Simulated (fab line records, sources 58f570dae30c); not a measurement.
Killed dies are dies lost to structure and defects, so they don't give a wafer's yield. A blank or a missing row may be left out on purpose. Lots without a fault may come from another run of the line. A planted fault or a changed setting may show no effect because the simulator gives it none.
fab line records | flow berkeley_cmos170
record lots=5 wafers=15 last_day=11
route steps=331 shown CONTACT@221 M1@238
lots that met no fault: from a run of the same line without faults
start_h: hours from the record's first day to the start of the lot's first wafer shown | wait_h: hours since the lot's step before | " the same as in the row above | L1.1+2: a row that stands for several wafers | - no value, or no start given | * or withheld: withheld | < > ~ a bound
route shown NAME@n: a module of which the file shows steps, and the number in the route of the first | usual: mean/standard deviation of fault-free wafers | same: alike in all rows | chamber/n: place in a boat | sites: the reading at each site | _std_site: their standard deviation | _edge_site: outer sites' mean less inner sites' | radius_mm: how far each site lies from the wafer's centre | mask NAME#n: copy n | behind: the tool/chamber that last shaped the wafer | hold: why the lot was held/for how many hours/how that ended | device: the transistor (n, p or np) that didn't switch | end of line: the same wafers' tests at the end of the route | a step without rows: its recipe alone | killed: dies lost to structure and defects at the first sort, not the wafer's yield | map: a wafer's dies, x killed, . not, _ none there
set.NAME: the setting as run; set.NAME@STEP: as run at that earlier step | model.NAME: the simulator's own value behind a step, which no gauge read
lots at some steps of the route; a table a step, a row a wafer
services: from which hour (start_h, from the record's first day; less than 0 if before it) a tool's chamber was out of use, for how many hours, and why
## steps
# step UCB170_CONTACT_SOFTBAKE_05
# recipe resist=KrF temp_c=130 time_s=60
# usual chill_plate_temp_C=22.98/0.094
# columns lot.wafer tool chamber start_h wait_h chill_plate_temp_C
L074.1 litho_track-02 0 149.45 0.1 22.93
L074.5 " 0 " " 22.84
L074.6 " 0 " " 22.85
L078.2 litho_track-01 0 169.31 0.1 23.06
L078.4 " 0 " " 23.16
L078.5 " 0 " " 23.10
L084.2 litho_track-01 0 199.71 0.1 22.90
L084.5 " 0 " " 22.92
L084.6 " 0 " " 22.96
L089.3 litho_track-01 0 213.44 0.1 23.00
L089.4 " 0 " " 23.10
L089.6 " 0 " " 23.04
L090.1 litho_track-04 0 231.52 0.1 22.93
L090.5 " 0 " " 22.98
L090.6 " 0 " " 23.03
# step UCB170_CONTACT_STRIP_06
# recipe chemistry=O2 power_w=400 pressure_mtorr=3500 platen_temp_c=withheld o2_flow_sccm=400 overash_fraction=0.5
# usual chamber_pressure_mTorr=3500/3.1 drypump_motor_current_A=5.90/0.27 o2_flow_sccm=399.9/1.1 oes_product_au=0.735/0.0042 strip_time_to_endpoint_s=22.23/0.068
# columns lot.wafer tool chamber start_h wait_h chamber_pressure_mTorr drypump_motor_current_A o2_flow_sccm oes_product_au rf_hours_counter_h strip_time_to_endpoint_s
L074.1 plasma_asher-03 0 149.60 0.1 3501 5.59 400.4 0.741 43 22.09
L074.5 " 1 " " 3499 6.06 398.3 0.740 - 22.16
L074.6 " 0 " " 3501 5.63 398.9 0.729 - 22.09
L078.2 plasma_asher-03 0 169.43 0.1 3504 5.63 398.9 0.729 46 22.24
L078.4 " 0 " " 3497 5.60 399.5 0.732 - 22.27
L078.5 " 1 " " 3495 6.03 400.7 0.734 - 22.21
L084.2 plasma_asher-03 1 199.83 0.1 3496 6.06 400.8 0.729 49 22.27
L084.5 " 0 " " 3498 5.64 399.6 0.739 - 22.19
L084.6 " 1 " " 3496 6.05 401.8 0.735 - 22.21
L089.3 plasma_asher-03 0 213.57 0.1 3501 5.59 400.3 0.745 - 22.26
L089.4 " 1 " " 3506 6.05 401.0 0.730 - 22.22
L089.6 " 1 " " 3501 6.04 399.7 0.737 - 22.23
L090.1 plasma_asher-01 0 231.67 0.1 3501 5.66 401.8 0.742 49 22.36
L090.5 " 0 " " 3500 5.65 400.4 0.736 - 22.28
L090.6 " 1 " " 3503 6.14 397.8 0.731 - 22.24
# step UCB170_CONTACT_CLEAN_07
# recipe chemistry=SPM temp_c=120 time_s=600
# columns lot.wafer tool chamber start_h wait_h
L074.1+5+6 wet_bench-01 2 149.70 0.1
L078.2+4+5 wet_bench-02 1 169.53 0.1
L084.2+5+6 wet_bench-01 3 199.93 0.1
L089.3+4+6 wet_bench-02 2 213.64 0.0
L090.1+5+6 wet_bench-01 1 231.77 0.1
# step UCB170_CONTACT_RTA_08
# recipe temp_c=900 time_s=10 ambient=N2
# usual lamp_power_pct=23.53/0.059 wafer_temp_C_max=905.3/1.2
# columns lot.wafer tool chamber start_h wait_h lamp_power_pct wafer_temp_C_max
L074.1 rtp_anneal-02 0 149.87 0.0 23.49 905.4
L074.5 " 0 " " 23.47 904.3
L074.6 " 0 " " 23.46 904.5
L078.2 rtp_anneal-02 0 169.72 0.0 23.45 906.3
L078.4 " 0 " " 23.49 904.8
L078.5 " 0 " " 23.48 905.9
L084.2 rtp_anneal-01 0 200.14 0.0 23.58 907.2
L084.5 " 0 " " 23.59 907.7
L084.6 " 0 " " 23.58 906.4
L089.3 rtp_anneal-01 0 213.83 0.0 23.61 905.4
L089.4 " 0 " " 23.61 904.9
L089.6 " 0 " " 23.59 905.5
L090.1 rtp_anneal-02 0 231.98 0.0 23.51 903.6
L090.5 " 0 " " 23.49 903.4
L090.6 " 0 " " 23.47 903.7
# step UCB170_CONTACT_COAT_09
# recipe resist=BARC temp_c=withheld time_s=withheld spin_rpm=3000 resist_thk_nm=withheld
# usual chill_plate_temp_C=*
# columns lot.wafer tool chamber start_h wait_h chill_plate_temp_C
L074.1 litho_track-04 0 150.35 0.5 *
L074.5 " 0 " " *
L074.6 " 0 " " *
L078.2 litho_track-01 0 169.91 0.2 *
L078.4 " 0 " " *
L078.5 " 0 " " *
L084.2 litho_track-04 0 200.46 0.3 *
L084.5 " 0 " " *
L084.6 " 0 " " *
L089.3 litho_track-01 0 213.93 0.1 *
L089.4 " 0 " " *
L089.6 " 0 " " *
L090.1 litho_track-01 0 232.12 0.1 *
L090.5 " 0 " " *
L090.6 " 0 " " *
# step UCB170_CONTACT_COAT_10
# recipe resist=KrF spin_rpm=1500 resist_thk_nm=900
# usual chill_plate_temp_C=22.99/0.11
# columns lot.wafer tool chamber start_h wait_h chill_plate_temp_C
L074.1 litho_track-04 0 - - 22.93
L074.5 " 0 " " 22.95
L074.6 " 0 " " 22.85
L078.2 litho_track-01 0 - - 23.05
L078.4 " 0 " " 22.90
L078.5 " 0 " " 23.02
L084.2 litho_track-04 0 - - 23.20
L084.5 " 0 " " 23.16
L084.6 " 0 " " 23.30
L089.3 litho_track-01 0 - - 23.00
L089.4 " 0 " " 23.04
L089.6 " 0 " " 23.06
L090.1 litho_track-01 0 - - 23.13
L090.5 " 0 " " 22.97
L090.6 " 0 " " 23.06
# step UCB170_CONTACT_SOFTBAKE_11
# recipe resist=KrF temp_c=130 time_s=60
# usual chill_plate_temp_C=23.00/0.11
# columns lot.wafer tool chamber start_h wait_h chill_plate_temp_C
L074.1 litho_track-04 0 - - 23.04
L074.5 " 0 " " 22.94
L074.6 " 0 " " 22.98
L078.2 litho_track-01 0 - - 22.97
L078.4 " 0 " " 23.05
L078.5 " 0 " " 22.88
L084.2 litho_track-04 0 - - 23.12
L084.5 " 0 " " 23.04
L084.6 " 0 " " 23.07
L089.3 litho_track-01 0 - - 23.02
L089.4 " 0 " " 22.97
L089.6 " 0 " " 23.00
L090.1 litho_track-01 0 - - 22.96
L090.5 " 0 " " 22.90
L090.6 " 0 " " 23.18
# step UCB170_CONTACT_EXPOSE_12
# recipe mask_id=CONT target_cd_nm=700 na=0.5 sigma_outer=0.6 source_shape=conventional dose_mj=35
# usual exposure_dose_mJ_cm2=34.99/0.031
# columns lot.wafer tool chamber start_h wait_h mask exposure_dose_mJ_cm2
L074.1 krf_scanner-02 0 150.92 - CONT#0 34.95
L074.5 " 0 " " CONT#0 34.96
L074.6 " 0 " " CONT#0 34.98
L078.2 krf_scanner-02 0 170.48 - CONT#0 34.97
L078.4 " 0 " " CONT#0 35.01
L078.5 " 0 " " CONT#0 35.00
L084.2 krf_scanner-02 0 200.90 - CONT#0 34.94
L084.5 " 0 " " CONT#0 35.03
L084.6 " 0 " " CONT#0 34.95
L089.3 krf_scanner-01 0 214.49 - CONT#0 34.99
L089.4 " 0 " " CONT#0 34.99
L089.6 " 0 " " CONT#0 35.01
L090.1 krf_scanner-01 0 232.58 - CONT#0 35.05
L090.5 " 0 " " CONT#0 34.99
L090.6 " 0 " " CONT#0 35.04
# step UCB170_CONTACT_PEB_13
# recipe peb_temp_c=130 peb_time_s=withheld resist=KrF
# usual chill_plate_temp_C=23.02/0.11
# columns lot.wafer tool chamber start_h wait_h chill_plate_temp_C
L074.1 litho_track-01 0 151.04 0.1 23.11
L074.5 " 0 " " 23.11
L074.6 " 0 " " 23.00
L078.2 litho_track-01 0 170.63 0.1 23.06
L078.4 " 0 " " 23.03
L078.5 " 0 " " 23.17
L084.2 litho_track-04 0 201.36 0.4 23.02
L084.5 " 0 " " 23.06
L084.6 " 0 " " 22.98
L089.3 litho_track-02 0 215.12 0.6 22.93
L089.4 " 0 " " 22.89
L089.6 " 0 " " 22.92
L090.1 litho_track-02 0 233.24 0.6 22.98
L090.5 " 0 " " 23.06
L090.6 " 0 " " 23.01
# step UCB170_CONTACT_DEVELOP_14
# recipe developer=TMAH develop_time_s=45 resist=KrF dev_temp_c=21
# usual chill_plate_temp_C=23.00/0.099
# columns lot.wafer tool chamber start_h wait_h chill_plate_temp_C
L074.1 litho_track-01 0 - - 23.01
L074.5 " 0 " " 22.90
L074.6 " 0 " " 22.87
L078.2 litho_track-01 0 - - 23.01
L078.4 " 0 " " 22.97
L078.5 " 0 " " 23.01
L084.2 litho_track-04 0 - - 23.14
L084.5 " 0 " " 23.04
L084.6 " 0 " " 23.07
L089.3 litho_track-02 0 - - 23.04
L089.4 " 0 " " 23.10
L089.6 " 0 " " 23.13
L090.1 litho_track-02 0 - - 22.98
L090.5 " 0 " " 22.80
L090.6 " 0 " " 22.93
# step UCB170_CONTACT_CD_MEAS_15
# recipe target_cd_nm=700
# usual cd_nm=700.1/1.5
# columns lot.wafer tool chamber start_h wait_h cd_nm
L074.1 cd_sem-01 - 151.39 - 699.8
L074.5 " - " " 699.8
L074.6 " - " " 701.4
L078.2 cd_sem-01 - 170.90 - 700.0
L078.4 " - " " 698.8
L078.5 " - " " 699.8
L084.2 cd_sem-01 - 201.63 - 702.4
L084.5 " - " " 700.1
L084.6 " - " " 701.7
L089.3 cd_sem-01 - 215.38 - 698.7
L089.4 " - " " 698.4
L089.6 " - " " 700.9
L090.1 cd_sem-02 - 233.51 - 698.6
L090.5 " - " " 699.2
L090.6 " - " " 698.5
# step UCB170_CONTACT_OVL_MEAS_16
# usual CONTACT_OVL=-1/6.4
# columns lot.wafer tool chamber start_h wait_h CONTACT_OVL[nm]
L074.1 overlay-01 - 151.51 0.1 -2
L074.5 " - " " -10
L074.6 " - " " -6
L078.2 overlay-02 - 171.01 0.1 7
L078.4 " - " " 7
L078.5 " - " " 4
L084.2 overlay-01 - 201.73 0.1 11
L084.5 " - " " 3
L084.6 " - " " 10
L089.3 overlay-01 - 215.48 0.1 -4
L089.4 " - " " -2
L089.6 " - " " -2
L090.1 overlay-02 - 233.63 0.1 3
L090.5 " - " " 0
L090.6 " - " " -1
# step UCB170_CONTACT_ETCH_17
# recipe chemistry=N2/H2 target_depth_a=withheld overetch_a=withheld target=BARC time_s=withheld source_w=500 bias_w=100 pressure_mtorr=30 n2_flow_sccm=100 h2_flow_sccm=200
# usual bias_w=100.06/0.28 chamber_pressure_mTorr=30.003/0.029 drypump_motor_current_A=5.6/0.49 oes_product_au=1.00/0.031 throttle_valve_pct=13.25/0.21
# columns lot.wafer tool chamber start_h wait_h bias_w chamber_pressure_mTorr drypump_motor_current_A oes_product_au throttle_valve_pct
L074.1 rie_diel-03 2 151.55 0.0 99.59 29.989 5.2 1.01 13.77
L074.5 " 2 " " 99.80 30.003 5.2 1.01 13.77
L074.6 " 3 " " 99.58 29.956 5.5 1.03 13.10
L078.2 rie_diel-01 1 171.04 0.0 100.35 30.015 5.5 0.99 13.01
L078.4 " 0 " " 99.19 29.988 6.2 1.04 13.37
L078.5 " 1 " " 100.27 30.009 5.4 0.99 13.01
L084.2 rie_diel-03 1 201.76 0.0 100.02 30.030 6.2 0.95 13.40
L084.5 " 1 " " 100.00 30.026 6.1 0.95 13.39
L084.6 " 0 " " 100.30 30.063 5.1 1.01 13.62
L089.3 rie_diel-01 3 215.50 0.0 100.54 29.998 6.5 0.99 13.17
L089.4 " 1 " " 100.21 30.001 5.5 0.97 13.02
L089.6 " 2 " " 100.54 29.976 4.9 0.94 13.27
L090.1 rie_diel-01 0 233.67 0.0 100.23 29.983 6.2 1.05 13.35
L090.5 " 0 " " 100.43 30.015 6.2 1.03 13.36
L090.6 " 2 " " 100.12 30.000 4.9 0.95 13.28
# step UCB170_CONTACT_ETCH_18
# recipe chemistry=CHF3/CF4/Ar target=PSG stop_on=TiSi2 CHF3_flow_sccm=45 cf4_flow_sccm=15 Ar_flow_sccm=150 pressure_mtorr=200 rf_w=700 target_depth_a=8400 over_etch_frac=0.2 time_s=195
# usual chamber_pressure_mTorr=200.01/0.18 drypump_motor_current_A=5.6/0.49 oes_product_au=0.890/0.015 throttle_valve_pct=6.87/0.16
# columns lot.wafer tool chamber start_h wait_h chamber_pressure_mTorr drypump_motor_current_A oes_product_au rf_hours_counter_h throttle_valve_pct
L074.1 rie_diel-03 2 - - 199.92 5.2 0.877 14 7.18
L074.5 " 2 " " 200.44 5.2 0.879 - 7.18
L074.6 " 3 " " 200.17 5.5 0.901 - 6.85
L078.2 rie_diel-01 1 - - 199.88 5.4 0.892 79 6.66
L078.4 " 0 " " 199.90 6.2 0.904 29 7.02
L078.5 " 1 " " 200.12 5.5 0.899 - 6.66
L084.2 rie_diel-03 1 - - 199.77 6.2 0.883 20 7.00
L084.5 " 1 " " 200.18 6.2 0.879 - 7.00
L084.6 " 0 " " 200.01 5.2 0.901 - 7.20
L089.3 rie_diel-01 3 - - 199.97 6.4 0.901 116 6.80
L089.4 " 1 " " 200.12 5.4 0.907 81 6.66
L089.6 " 2 " " 200.21 4.9 0.878 - 6.83
L090.1 rie_diel-01 0 - - 199.73 6.2 0.893 32 6.99
L090.5 " 0 " " 200.21 6.2 0.894 - 7.01
L090.6 " 2 " " 200.09 4.9 0.865 - 6.83
# step UCB170_CONTACT_STRIP_19
# recipe chemistry=O2 power_w=400 pressure_mtorr=3500 platen_temp_c=withheld o2_flow_sccm=400 overash_fraction=0.5
# usual chamber_pressure_mTorr=3500/3.3 drypump_motor_current_A=5.95/0.29 o2_flow_sccm=399.8/1.1 oes_product_au=0.725/0.0044
# columns lot.wafer tool chamber start_h wait_h chamber_pressure_mTorr drypump_motor_current_A o2_flow_sccm oes_product_au rf_hours_counter_h
L074.1 plasma_asher-01 0 151.71 - 3505 5.66 398.1 0.724 40
L074.5 " 1 " " 3496 6.16 400.5 0.726 -
L074.6 " 0 " " 3500 5.65 399.1 0.726 -
L078.2 plasma_asher-04 0 171.21 - 3496 5.69 399.3 0.727 47
L078.4 " 0 " " 3501 5.66 401.0 0.732 -
L078.5 " 1 " " 3495 6.35 400.1 0.725 -
L084.2 plasma_asher-04 1 201.93 - 3498 6.36 398.0 0.722 50
L084.5 " 1 " " 3496 6.35 398.8 0.727 -
L084.6 " 0 " " 3500 5.66 397.6 0.729 -
L089.3 plasma_asher-03 1 215.70 - 3499 6.09 398.6 0.732 -
L089.4 " 0 " " 3507 5.62 400.9 0.720 -
L089.6 " 1 " " 3499 6.06 398.4 0.725 -
L090.1 plasma_asher-01 0 233.84 - 3504 5.66 401.6 0.732 49
L090.5 " 1 " " 3499 6.18 400.2 0.734 -
L090.6 " 0 " " 3500 5.66 401.9 0.730 -
# step UCB170_CONTACT_CD_MEAS_90
# recipe target_cd_nm=700
# usual cd_nm=699.6/2.1
# columns lot.wafer tool chamber start_h wait_h cd_nm
L074.1 cd_sem-02 - 151.81 0.1 699.8
L074.5 " - " " 699.3
L074.6 " - " " 701.2
L078.2 cd_sem-01 - 171.33 0.1 699.0
L078.4 " - " " 699.1
L078.5 " - " " 699.3
L084.2 cd_sem-02 - 202.05 0.1 699.6
L084.5 " - " " 697.7
L084.6 " - " " 701.5
L089.3 cd_sem-02 - 215.81 0.1 697.8
L089.4 " - " " 697.1
L089.6 " - " " 699.6
L090.1 cd_sem-01 - 233.94 0.1 698.0
L090.5 " - " " 699.4
L090.6 " - " " 698.3
# step UCB170_CONTACT_CLEAN_20
# recipe chemistry=SPM temp_c=120 time_s=600
# columns lot.wafer tool chamber start_h wait_h
L074.1+5+6 wet_bench-01 1 151.94 0.1
L078.2+4+5 wet_bench-04 1 171.43 0.1
L084.2+5+6 wet_bench-02 0 202.15 0.1
L089.3+4+6 wet_bench-01 0 215.89 0.1
L090.1+5+6 wet_bench-04 2 234.06 0.1
# step UCB170_M1_SPUTTER_00
# recipe material=Al target_thk_nm=600 time_s=83.44 power_w=6000 chamber_pressure_pa=0.5
# usual throttle_valve_pct=30.0/1.1
# columns lot.wafer tool chamber start_h wait_h throttle_valve_pct
L074.1 pvd_sputter-03 - 152.12 0.0 28.7
L074.5 " - " " 27.7
L074.6 " - " " 29.5
L078.2 pvd_sputter-01 - 171.60 0.0 29.1
L078.4 " - " " 28.9
L078.5 " - " " 28.9
L084.2 pvd_sputter-04 - 202.32 0.0 31.4
L084.5 " - " " 31.4
L084.6 " - " " 30.5
L089.3 pvd_sputter-04 - 216.08 0.0 30.3
L089.4 " - " " 31.0
L089.6 " - " " 30.8
L090.1 pvd_sputter-03 - 234.23 0.0 28.0
L090.5 " - " " 28.4
L090.6 " - " " 28.0
# step UCB170_M1_RS_MEAS_01
# recipe thk_meas_gauge=four-point-probe reads=Al_of_M1_SPUTTER_00
# usual M1_AL_RS=0.0463/0.00051
# columns lot.wafer tool chamber start_h wait_h M1_AL_RS[ohm/sq]
L074.1 film_metro-01 - 152.18 0.0 0.0461
L074.5 " - " " 0.0457
L074.6 " - " " 0.0464
L078.2 film_metro-04 - 171.68 0.1 0.0468
L078.4 " - " " 0.0466
L078.5 " - " " 0.0463
L084.2 film_metro-01 - 202.41 0.1 0.0460
L084.5 " - " " 0.0458
L084.6 " - " " 0.0463
L089.3 film_metro-04 - 216.19 0.1 0.0460
L089.4 " - " " 0.0458
L089.6 " - " " 0.0455
L090.1 film_metro-01 - 234.29 0.0 0.0453
L090.5 " - " " 0.0462
L090.6 " - " " 0.0455
# step UCB170_M1_THK_MEAS_02
# recipe thk_meas_gauge=xrf reads=Al_of_M1_SPUTTER_00
# usual M1_AL_THK=635/7.7
# columns lot.wafer tool chamber start_h wait_h M1_AL_THK[nm]
L074.1 film_metro-01 - 152.30 0.1 636
L074.5 " - " " 636
L074.6 " - " " 628
L078.2 film_metro-04 - 171.79 0.1 631
L078.4 " - " " 637
L078.5 " - " " 643
L084.2 film_metro-01 - 202.52 0.1 638
L084.5 " - " " 637
L084.6 " - " " 630
L089.3 film_metro-04 - 216.29 0.1 635
L089.4 " - " " 639
L089.6 " - " " 644
L090.1 film_metro-01 - 234.41 0.1 651
L090.5 " - " " 635
L090.6 " - " " 646
# step UCB170_M1_COAT_03
# recipe resist=BARC temp_c=withheld time_s=withheld spin_rpm=3000 resist_thk_nm=withheld
# usual chill_plate_temp_C=*
# columns lot.wafer tool chamber start_h wait_h chill_plate_temp_C
L074.1 litho_track-03 0 152.46 0.1 *
L074.5 " 0 " " *
L074.6 " 0 " " *
L078.2 litho_track-04 0 171.87 0.1 *
L078.4 " 0 " " *
L078.5 " 0 " " *
L084.2 litho_track-02 0 202.59 0.1 *
L084.5 " 0 " " *
L084.6 " 0 " " *
L089.3 litho_track-04 0 216.39 0.1 *
L089.4 " 0 " " *
L089.6 " 0 " " *
L090.1 litho_track-03 0 234.69 0.3 *
L090.5 " 0 " " *
L090.6 " 0 " " *
# step UCB170_M1_COAT_04
# recipe resist=KrF spin_rpm=1500 resist_thk_nm=900
# usual chill_plate_temp_C=22.99/0.09
# columns lot.wafer tool chamber start_h wait_h chill_plate_temp_C
L074.1 litho_track-03 0 - - 23.00
L074.5 " 0 " " 22.96
L074.6 " 0 " " 23.05
L078.2 litho_track-04 0 - - 23.00
L078.4 " 0 " " 22.88
L078.5 " 0 " " 22.82
L084.2 litho_track-02 0 - - 22.95
L084.5 " 0 " " 22.96
L084.6 " 0 " " 22.92
L089.3 litho_track-04 0 - - 22.86
L089.4 " 0 " " 23.03
L089.6 " 0 " " 22.87
L090.1 litho_track-03 0 - - 23.18
L090.5 " 0 " " 23.10
L090.6 " 0 " " 22.97
# step UCB170_M1_SOFTBAKE_05
# recipe resist=KrF temp_c=130 time_s=60
# usual chill_plate_temp_C=22.97/0.11
# columns lot.wafer tool chamber start_h wait_h chill_plate_temp_C
L074.1 litho_track-03 0 - - 23.05
L074.5 " 0 " " 23.12
L074.6 " 0 " " 22.81
L078.2 litho_track-04 0 - - 23.14
L078.4 " 0 " " 22.89
L078.5 " 0 " " 22.95
L084.2 litho_track-02 0 - - 22.85
L084.5 " 0 " " 22.94
L084.6 " 0 " " 22.94
L089.3 litho_track-04 0 - - 23.18
L089.4 " 0 " " 23.11
L089.6 " 0 " " 23.09
L090.1 litho_track-03 0 - - 22.99
L090.5 " 0 " " 22.96
L090.6 " 0 " " 22.91
# step UCB170_M1_EXPOSE_06
# recipe mask_id=METAL1 target_cd_nm=700 na=0.5 sigma_outer=0.6 source_shape=conventional dose_mj=21
# usual exposure_dose_mJ_cm2=21.000/0.024
# columns lot.wafer tool chamber start_h wait_h mask exposure_dose_mJ_cm2
L074.1 krf_scanner-01 0 152.91 - METAL1#0 20.986
L074.5 " 0 " " METAL1#0 20.961
L074.6 " 0 " " METAL1#0 20.976
L078.2 krf_scanner-02 0 172.31 - METAL1#0 21.019
L078.4 " 0 " " METAL1#0 20.995
L078.5 " 0 " " METAL1#0 20.991
L084.2 krf_scanner-01 0 203.16 - METAL1#0 20.993
L084.5 " 0 " " METAL1#0 20.997
L084.6 " 0 " " METAL1#0 20.989
L089.3 krf_scanner-01 0 216.83 - METAL1#0 21.013
L089.4 " 0 " " METAL1#0 20.997
L089.6 " 0 " " METAL1#0 20.983
L090.1 krf_scanner-01 0 235.14 - METAL1#0 20.965
L090.5 " 0 " " METAL1#0 20.952
L090.6 " 0 " " METAL1#0 20.967
# step UCB170_M1_PEB_07
# recipe peb_temp_c=130 peb_time_s=withheld resist=KrF
# usual chill_plate_temp_C=22.99/0.1
# columns lot.wafer tool chamber start_h wait_h chill_plate_temp_C
L074.1 litho_track-02 0 153.02 0.1 22.92
L074.5 " 0 " " 22.97
L074.6 " 0 " " 22.88
L078.2 litho_track-04 0 172.43 0.1 22.95
L078.4 " 0 " " 23.15
L078.5 " 0 " " 23.14
L084.2 litho_track-02 0 203.28 0.1 23.01
L084.5 " 0 " " 23.12
L084.6 " 0 " " 23.00
L089.3 litho_track-02 0 216.96 0.1 23.00
L089.4 " 0 " " 23.03
L089.6 " 0 " " 23.10
L090.1 litho_track-02 0 235.25 0.1 22.71
L090.5 " 0 " " 23.08
L090.6 " 0 " " 22.85
# step UCB170_M1_DEVELOP_08
# recipe developer=TMAH develop_time_s=45 resist=KrF dev_temp_c=21
# usual chill_plate_temp_C=23.00/0.11
# columns lot.wafer tool chamber start_h wait_h chill_plate_temp_C
L074.1 litho_track-02 0 - - 22.97
L074.5 " 0 " " 23.03
L074.6 " 0 " " 23.09
L078.2 litho_track-04 0 - - 23.07
L078.4 " 0 " " 23.01
L078.5 " 0 " " 23.00
L084.2 litho_track-02 0 - - 22.94
L084.5 " 0 " " 23.08
L084.6 " 0 " " 22.91
L089.3 litho_track-02 0 - - 23.05
L089.4 " 0 " " 23.10
L089.6 " 0 " " 23.04
L090.1 litho_track-02 0 - - 23.06
L090.5 " 0 " " 23.03
L090.6 " 0 " " 22.91
# step UCB170_M1_CD_MEAS_09
# recipe target_cd_nm=700
# usual cd_nm=699.9/1.2
# columns lot.wafer tool chamber start_h wait_h cd_nm
L074.1 cd_sem-02 - 153.30 - 698.5
L074.5 " - " " 698.4
L074.6 " - " " 697.2
L078.2 cd_sem-01 - 172.70 - 701.2
L078.4 " - " " 701.8
L078.5 " - " " 701.7
L084.2 cd_sem-02 - 203.55 - 700.8
L084.5 " - " " 700.6
L084.6 " - " " 699.4
L089.3 cd_sem-01 - 217.22 - 699.5
L089.4 " - " " 699.8
L089.6 " - " " 698.9
L090.1 cd_sem-02 - 235.53 - 700.8
L090.5 " - " " 699.9
L090.6 " - " " 700.0
# step UCB170_M1_OVL_MEAS_10
# usual M1_OVL=4/4.6
# columns lot.wafer tool chamber start_h wait_h M1_OVL[nm]
L074.1 overlay-01 - 153.42 0.1 4
L074.5 " - " " 3
L074.6 " - " " -2
L078.2 overlay-01 - 172.81 0.1 7
L078.4 " - " " 7
L078.5 " - " " 6
L084.2 overlay-02 - 203.66 0.1 1
L084.5 " - " " 4
L084.6 " - " " 5
L089.3 overlay-02 - 217.32 0.1 8
L089.4 " - " " 7
L089.6 " - " " 8
L090.1 overlay-01 - 235.65 0.1 7
L090.5 " - " " 3
L090.6 " - " " 5
# step UCB170_M1_ETCH_11
# recipe chemistry=N2/H2 target_depth_a=withheld overetch_a=withheld target=BARC time_s=withheld source_w=500 bias_w=100 pressure_mtorr=30 n2_flow_sccm=100 h2_flow_sccm=200
# usual bias_w=100.0/0.34 chamber_pressure_mTorr=29.99/0.032 drypump_motor_current_A=5.9/0.52 oes_product_au=1.00/0.031 throttle_valve_pct=13.25/0.2
# columns lot.wafer tool chamber start_h wait_h bias_w chamber_pressure_mTorr drypump_motor_current_A oes_product_au throttle_valve_pct
L074.1 rie_diel-04 2 153.46 0.0 99.9 29.98 5.8 0.98 13.17
L074.5 " 1 " " 99.9 29.98 5.6 0.98 13.30
L074.6 " 2 " " 100.3 29.95 5.9 0.99 13.18
L078.2 rie_diel-01 3 172.84 0.0 100.3 29.98 6.5 1.00 13.18
L078.4 " 2 " " 99.8 29.96 4.9 0.95 13.27
L078.5 " 1 " " 100.2 30.00 5.4 0.98 13.01
L084.2 rie_diel-04 1 203.69 0.0 100.4 30.03 5.6 1.00 13.31
L084.5 " 3 " " 99.9 29.99 5.6 1.05 13.06
L084.6 " 0 " " 100.3 29.97 6.7 0.98 13.71
L089.3 rie_diel-01 1 217.34 0.0 100.1 29.99 5.4 0.97 13.01
L089.4 " 0 " " 100.2 29.99 6.2 1.04 13.36
L089.6 " 3 " " 100.3 29.97 6.5 0.99 13.18
L090.1 rie_diel-01 2 235.68 0.0 100.5 30.03 4.9 0.95 13.29
L090.5 " 0 " " 99.8 29.99 6.2 1.04 13.36
L090.6 " 3 " " 100.2 30.00 6.5 1.00 13.17
# step UCB170_M1_METAL_ETCH_12
# recipe chemistry=Cl2/BCl3 target=Al stop_on=PSG pressure_mtorr=12 target_depth_a=7800 over_etch_frac=0.3 time_s=130 icp_w=606.6 bias_w=120 Cl2_flow_sccm=90 bcl3_flow_sccm=45
# usual bias_w=120.0/0.33 chamber_pressure_mTorr=12.000/0.01 drypump_motor_current_A=5.5/0.43 oes_product_au=0.873/0.0094 throttle_valve_pct=24.43/0.2
# columns lot.wafer tool chamber start_h wait_h bias_w chamber_pressure_mTorr drypump_motor_current_A oes_product_au rf_hours_counter_h throttle_valve_pct
L074.1 rie_metal-02 0 153.50 - 120.6 11.982 5.9 0.874 5.7 24.14
L074.5 " 1 " " 120.3 12.014 4.8 0.874 - 24.33
L074.6 " 0 " " 120.5 11.996 5.9 0.869 - 24.13
L078.2 rie_metal-02 0 172.88 - 120.2 12.016 5.9 0.865 6.2 24.16
L078.4 " 1 " " 121.0 11.992 4.8 0.862 - 24.32
L078.5 " 1 " " 119.9 12.002 4.8 0.865 - 24.31
L084.2 rie_metal-02 1 203.73 - 120.0 12.013 4.8 0.862 6.0 24.32
L084.5 " 1 " " 120.1 12.018 4.8 0.871 - 24.31
L084.6 " 0 " " 120.1 11.994 5.9 0.876 - 24.13
L089.3 rie_metal-04 0 217.43 - 119.2 11.975 5.4 0.871 - 24.47
L089.4 " 1 " " 120.1 11.994 6.2 0.886 - 24.73
L089.6 " 1 " " 120.2 12.002 6.1 0.898 - 24.74
L090.1 rie_metal-03 0 235.73 - 119.4 12.014 5.4 0.888 1.6 24.31
L090.5 " 0 " " 120.0 12.003 5.4 0.881 - 24.33
L090.6 " 1 " " 120.3 11.996 5.3 0.883 - 24.61
## services
# columns tool chamber start_h hours kind
krf_scanner-01 - 129.47 1.0 pm
rie_diel-03 3 135.89 - clean
rie_diel-03 3 135.89 15.0 scheduled_down
rie_diel-03 3 135.89 15.0 vent_cycle
pvd_sputter-03 - 149.84 0.9 repair
krf_scanner-02 - 151.46 0.8 pm
pvd_sputter-03 - 155.67 3.0 repair
pvd_sputter-04 - 157.59 6.0 repair
rie_diel-01 0 159.44 3.1 repair
krf_scanner-01 - 163.29 0.8 pm
rie_diel-04 2 163.45 - clean
rie_diel-04 3 168.50 5.2 repair
rie_diel-04 3 174.06 3.8 repair
krf_scanner-02 - 181.67 4.0 pm
pvd_sputter-04 - 182.69 6.6 repair
pvd_sputter-01 - 186.39 2.0 repair
rie_diel-01 1 187.11 11.5 repair
rie_diel-01 2 188.81 6.6 repair
rie_diel-03 2 196.71 7.8 repair
rie_metal-03 0 214.28 16.4 repair
rie_diel-01 1 224.56 21.4 repair
rie_diel-01 - 226.35 0.3 repair
rie_diel-03 3 227.84 10.3 repair
rie_diel-04 1 235.30 7.7 repair
## key
fault none
